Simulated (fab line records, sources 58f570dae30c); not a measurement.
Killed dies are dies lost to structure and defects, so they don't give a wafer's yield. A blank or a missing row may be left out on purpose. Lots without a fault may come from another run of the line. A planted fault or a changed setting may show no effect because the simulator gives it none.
Split-lot experiment | flow berkeley_cmos170 | 5 lots, 23 wafers read, on a route of 331 steps

THE SPLIT
At UCB170_PLDD_IMPLANT_09, the setting energy_kev was moved away from the recipe's 10 on 7 of the 23 wafers read, by +4.8% to +5.0%. The other wafers ran this setting at the recipe's value.

The reading is taken at the split's own step.

THE READING
implant.drp_nm (the simulator's own value, which no gauge read), in nm, at UCB170_PLDD_IMPLANT_09. The file gives no usual value for it.

wafer  | tool, chamber at the split | energy_kev as run | against the recipe | implant.drp_nm, nm | against lot-mates on the recipe
L075.1 | implanter-01, 0            | 10.49             | +4.9%              | 6.207              | +0.202
L075.2 | implanter-01, 0            | 10.49             | +4.9%              | 6.207              | +0.202
L075.4 | implanter-01, 0            | 10.49             | +4.9%              | 6.207              | +0.202
L075.3 | implanter-01, 0            | 10                | recipe             | 6.005              | -
L075.6 | implanter-01, 0            | 10                | recipe             | 6.005              | -
L078.3 | implanter-01, 0            | 10                | recipe             | 6.005              | -
L078.4 | implanter-01, 0            | 10                | recipe             | 6.005              | -
L078.6 | implanter-01, 0            | 10                | recipe             | 6.005              | -
L080.1 | implanter-04, 0            | 10                | recipe             | 6.005              | -
L080.2 | implanter-04, 0            | 10                | recipe             | 6.005              | -
L080.3 | implanter-04, 0            | 10                | recipe             | 6.005              | -
L080.5 | implanter-04, 0            | 10                | recipe             | 6.005              | -
L080.6 | implanter-04, 0            | 10                | recipe             | 6.005              | -
L081.1 | implanter-03, 0            | 10.48             | +4.8%              | 6.203              | +0.198
L081.2 | implanter-03, 0            | 10.48             | +4.8%              | 6.203              | +0.198
L081.3 | implanter-03, 0            | 10                | recipe             | 6.005              | -
L081.4 | implanter-03, 0            | 10                | recipe             | 6.005              | -
L081.6 | implanter-03, 0            | 10                | recipe             | 6.005              | -
L083.1 | implanter-04, 0            | 10                | recipe             | 6.005              | -
L083.5 | implanter-04, 0            | 10                | recipe             | 6.005              | -
L083.6 | implanter-04, 0            | 10                | recipe             | 6.005              | -
L083.2 | implanter-04, 0            | 10.5              | +5.0%              | 6.211              | +0.206
L083.4 | implanter-04, 0            | 10.5              | +5.0%              | 6.211              | +0.206

THE FIT
A straight line over all 23 wafers: implant.drp_nm changes by +0.0412 nm for each +1% of energy_kev; r = +1.00; the points scatter about the line by 5.3e-05 nm.
The same after taking each lot's own level away (the mean of its wafers on the recipe; 23 wafers): +0.0412 nm for each +1%; r = +1.00; scatter 5.3e-05 nm.
On that fit, the largest move of energy_kev shifts the reading by 0.21 nm.
The lots' own levels span 6.0050 to 6.0050 nm.
So the lot-to-lot level changes the slope little: the two slopes agree.
Check: with one of the wafers moved furthest among these (+5.0%) left out of the fit, the line predicts +0.206 nm for it against its lot-mates. It came out at +0.206 nm against them.

OTHER SPLITS ON THESE WAFERS
These wafers also went through other splits before the reading. Each is held against what the fit with the lots' levels taken away leaves over:
other split on the same wafers      | wafers away from the commonest value | r with implant.drp_nm (lot level and that fit taken away)
UCB170_PWELL_OXIDATION_02 temp_c    | 15                                   | -0.58
UCB170_PWELL_COAT_08 spin_rpm       | 11                                   | -0.30
UCB170_ACTIVE_COAT_08 resist_thk_nm | 8                                    | -0.32
UCB170_SACOX_OXIDATION_01 temp_c    | 15                                   | +0.48
UCB170_PVT_COAT_01 resist_thk_nm    | 7                                    | -0.37
UCB170_PVT_STRIP_08 o2_flow_sccm    | 3                                    | -0.31
UCB170_GATE_ETCH_15 time_s          | 10                                   | +0.36

THE WHOLE CHAIN: every reading that the file lists as answering this split, in the file's order
step                   | what it does | reading                                                         | change (the file's fit)                | r (the file's)
UCB170_PLDD_IMPLANT_09 |              | implant.rp_nm (the simulator's own value, which no gauge read)  | +0.0763 nm for each +1% of the setting | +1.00
UCB170_PLDD_IMPLANT_09 |              | implant.drp_nm (the simulator's own value, which no gauge read) | +0.0413 nm for each +1% of the setting | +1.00

THE FILE'S OWN FIT
implant.drp_nm changes by +0.0413 nm for each +1% of energy_kev, r = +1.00.
